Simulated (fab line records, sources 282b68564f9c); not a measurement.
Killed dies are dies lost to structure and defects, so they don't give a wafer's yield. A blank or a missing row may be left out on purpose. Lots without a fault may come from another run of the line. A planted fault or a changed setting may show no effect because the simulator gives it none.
Split-lot experiment | flow rit_cmos | 5 lots, 23 wafers read, on a route of 202 steps

THE SPLIT
At RIT_GATE_DEVELOP_15 (develop time 50 s), the setting dev_temp_c was moved away from the recipe's 23 C on 10 of the 23 wafers read, by -11.9% to -10.7%. The other wafers ran this setting at the recipe's value.

FROM THE SPLIT TO THE READING: what the file shows between them, 5 steps
- RIT_REOX_OXIDATION_03: target thk 25.2 nm, ox time 5580 s (also split here: temp_c)
- RIT_REOX_THK_MEAS_04
- RIT_NLDD_IMPLANT_08 (also split here: dose_cm2)
- RIT_NLDD_STRIP_09: strips in O2, time 180 s
- RIT_NLDD_TW_MEAS_10

THE READING
etest.nmos_0p15.drive_ua_um (the simulator's own value, which no gauge read), at RIT_M1_PROBE_99. The file gives no usual value for it. The 13 wafers here that ran the recipe average 481.6, standard deviation 12.

wafer  | tool, chamber at the split | dev_temp_c as run, C | against the recipe | etest.nmos_0p15.drive_ua_um | against lot-mates on the recipe
L074.1 | litho_track-04, 0          | 20.33                | -11.6%             | 556                         | +88.3
L074.2 | litho_track-04, 0          | 23                   | recipe             | 473.1                       | -
L074.3 | litho_track-04, 0          | 20.33                | -11.6%             | 560.5                       | +92.8
L074.4 | litho_track-04, 0          | 20.33                | -11.6%             | 558.4                       | +90.7
L074.5 | litho_track-04, 0          | 23                   | recipe             | 462.3                       | -
L081.1 | litho_track-04, 0          | 23                   | recipe             | 490.3                       | -
L081.2 | litho_track-04, 0          | 20.55                | -10.7%             | 597.4                       | +100.5
L081.3 | litho_track-04, 0          | 20.55                | -10.7%             | 601                         | +104.1
L081.4 | litho_track-04, 0          | 23                   | recipe             | 505.4                       | -
L081.5 | litho_track-04, 0          | 23                   | recipe             | 495.1                       | -
L083.1 | litho_track-02, 0          | 20.26                | -11.9%             | 565.3                       | +89.2
L083.2 | litho_track-02, 0          | 23                   | recipe             | 476.2                       | -
L083.3 | litho_track-02, 0          | 23                   | recipe             | 472.5                       | -
L083.5 | litho_track-02, 0          | 20.26                | -11.9%             | 536.4                       | +60.3
L083.6 | litho_track-02, 0          | 23                   | recipe             | 479.6                       | -
L084.3 | litho_track-01, 0          | 23                   | recipe             | 473                         | -
L084.5 | litho_track-01, 0          | 23                   | recipe             | 475.6                       | -
L084.6 | litho_track-01, 0          | 23                   | recipe             | 475.6                       | -
L085.1 | litho_track-01, 0          | 23                   | recipe             | 498.1                       | -
L085.2 | litho_track-01, 0          | 20.46                | -11.0%             | 585.6                       | +94.6
L085.3 | litho_track-01, 0          | 23                   | recipe             | 483.9                       | -
L085.4 | litho_track-01, 0          | 20.46                | -11.0%             | 546.8                       | +55.8
L085.6 | litho_track-01, 0          | 20.46                | -11.0%             | 554.1                       | +63.1

THE FIT
A straight line over all 23 wafers: etest.nmos_0p15.drive_ua_um changes by -7.37 for each +1% of dev_temp_c; r = -0.92; the points scatter about the line by 18.
The same after taking each lot's own level away (the mean of its wafers on the recipe; 23 wafers): -7.37 for each +1%; r = -0.96; scatter 13.
On that fit, the largest move of dev_temp_c shifts the reading by 88.
The lots' own levels span 467.70 to 496.93, that is 2.5 times the standard deviation above.
So the lot-to-lot level changes the slope little: the two slopes agree.
Check: with one of the wafers moved furthest among these (-11.9%) left out of the fit, the line predicts +87.9 for it against its lot-mates. It came out at +89.2 against them.

OTHER SPLITS ON THESE WAFERS
These wafers also went through other splits before the reading. Each is held against what the fit with the lots' levels taken away leaves over:
other split on the same wafers   | wafers away from the commonest value | r with etest.nmos_0p15.drive_ua_um (lot level and that fit taken away)
RIT_ACTIVE_CVD_03 pressure_mtorr | 18                                   | +0.12
RIT_ACTIVE_COAT_06 resist_thk_nm | 10                                   | +0.28
RIT_ACTIVE_ETCH_13 time_s        | 9                                    | -0.15
RIT_FOX2_OXIDATION_00 ox_time_s  | 15                                   | -0.05
RIT_PWELL_SOFTBAKE_02 temp_c     | 10                                   | +0.05
RIT_NRETRO_IMPLANT_08 dose_cm2   | 6                                    | +0.01
RIT_PRETRO_IMPLANT_08 energy_kev | 10                                   | -0.21
RIT_REOX_OXIDATION_03 temp_c     | 15                                   | -0.40
RIT_NLDD_IMPLANT_08 dose_cm2     | 7                                    | +0.07

THE WHOLE CHAIN: every reading that the file lists as answering this split, in the file's order
step            | what it does | reading                                                                        | change (the file's fit)           | r (the file's)
RIT_M1_PROBE_99 |              | etest.pmos_turned.r_on_ohm_um (the simulator's own value, which no gauge read) | +33.3 for each +1% of the setting | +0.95
RIT_M1_PROBE_99 |              | etest.pmos_0p3.r_on_ohm_um (the simulator's own value, which no gauge read)    | +33.6 for each +1% of the setting | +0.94
RIT_M1_PROBE_99 |              | etest.pmos_0p15.r_on_ohm_um (the simulator's own value, which no gauge read)   | +33.4 for each +1% of the setting | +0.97
RIT_M1_PROBE_99 |              | etest.nmos_0p3.r_on_ohm_um (the simulator's own value, which no gauge read)    | +9.93 for each +1% of the setting | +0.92
RIT_M1_PROBE_99 |              | etest.nmos_turned.drive_ua_um (the simulator's own value, which no gauge read) | -3.98 for each +1% of the setting | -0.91
RIT_M1_PROBE_99 |              | etest.nmos_0p15.drive_ua_um (the simulator's own value, which no gauge read)   | -7.46 for each +1% of the setting | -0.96

THE FILE'S OWN FIT
etest.nmos_0p15.drive_ua_um changes by -7.46 for each +1% of dev_temp_c, r = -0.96.
